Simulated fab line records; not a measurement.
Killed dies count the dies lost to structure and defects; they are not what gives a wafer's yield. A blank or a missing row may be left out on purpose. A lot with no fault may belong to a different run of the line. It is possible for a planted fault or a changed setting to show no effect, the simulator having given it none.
Problem report, 8D (eight disciplines) form, completed by code / flow berkeley_cmos170 / the parts of the form that need people (team, actions taken, sign-off) are left out

1. WHAT WENT WRONG
Mean of wafer_temp_C_max at UCB170_CONTACT_RTA_08: 938.2 across 6 wafers in 2 lots; on wafers with no fault it is 904.3 (standard deviation 1.3). Relative to the usual mean, that is a shift of +26 standard deviations.
The step: time 10 s.
Earliest sighting: wafer L501.1 on rtp_anneal-02 at day 11 09:02. At this step, 42 wafers from 14 lots have a number in the record. Rule for "out", or "out of limits": more than 4 standard deviations from the usual mean. The rest of the wafers with a number are treated as sound.

2. WHAT IT IS; WHAT IT IS NOT
question=which readings at this step | is=wafer_temp_C_max, lamp_power_pct | is not=-
question=which lots | is=L501, L504 | is not=L486, L489, L490, L493, L494, L495, L496, L497, L498, L505, L506, L508
question=which wafers of those lots | is=all that have a number | is not=-
question=read on which tools | is=rtp_anneal-02 | is not=rtp_anneal-01
question=when | is=from day 11 09:02 | is not=up to then (27 sound wafers); but 9 sound wafers of L505, L506, L508 came after

3. THE SUSPECTS, EACH WITH WHAT RULES IT OUT
Counting: a tool stays on the suspect list if, at a process step up to the reading, it processed all lots that are out and no sound lot following the first of them.
- rtp_anneal-02 at UCB170_SDANNEAL_RTA_00 (time 10 s): ruled out as a lasting fault. After its first lot that is out, L501 (day 11 03:19), sound lots L508 ran on it.
- rtp_anneal-02 at UCB170_CONTACT_RTA_08 (time 10 s): kept. All lots that are out passed through it, beginning with L501 at day 11 09:02, and no sound lot followed; its final sound lot before that point was L497 at day 10 19:15. Its own lamp_power_pct, wafer_temp_C_max readings are out on those wafers.
The count leaves rtp_anneal-02 at UCB170_CONTACT_RTA_08.

4. THE CAUSE (what the simulator had put in)
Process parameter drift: rtp_anneal-02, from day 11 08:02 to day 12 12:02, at UCB170_CONTACT_RTA_08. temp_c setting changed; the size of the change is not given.
This tool alone remained once counting was done.

5. SEQUENCE OF EFFECTS, ordered by route
One row per reading whose mean, taken over the struck wafers that have a number, lies over 3 standard deviations from the usual. Scope: only readings with a usual standard deviation given in the record; hours: median across lots of the time from each lot's start at the first step in this table that gives one to its start at this step; sigmas: change in usual standard deviations.
hours=0; step=UCB170_CONTACT_RTA_08; reading=lamp_power_pct; usual=22.08 %; on struck wafers=24.65; change=+2.57; sigmas=+8.6
hours=0; step=UCB170_CONTACT_RTA_08; reading=wafer_temp_C_max; usual=904.3; on struck wafers=938.2; change=+33.9; sigmas=+26
It contains these process steps:
- UCB170_CONTACT_RTA_08: time 10 s.
Later steps that measure or inspect, where all struck wafers having a row at the step show a number for every such reading and not one has moved that far: UCB170_M1_THK_MEAS_02.

6. HOW IT WOULD HAVE BEEN CAUGHT EARLIER
In this record the first reading out of limits was taken at day 11 09:02, 1 hour after the fault began at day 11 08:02.
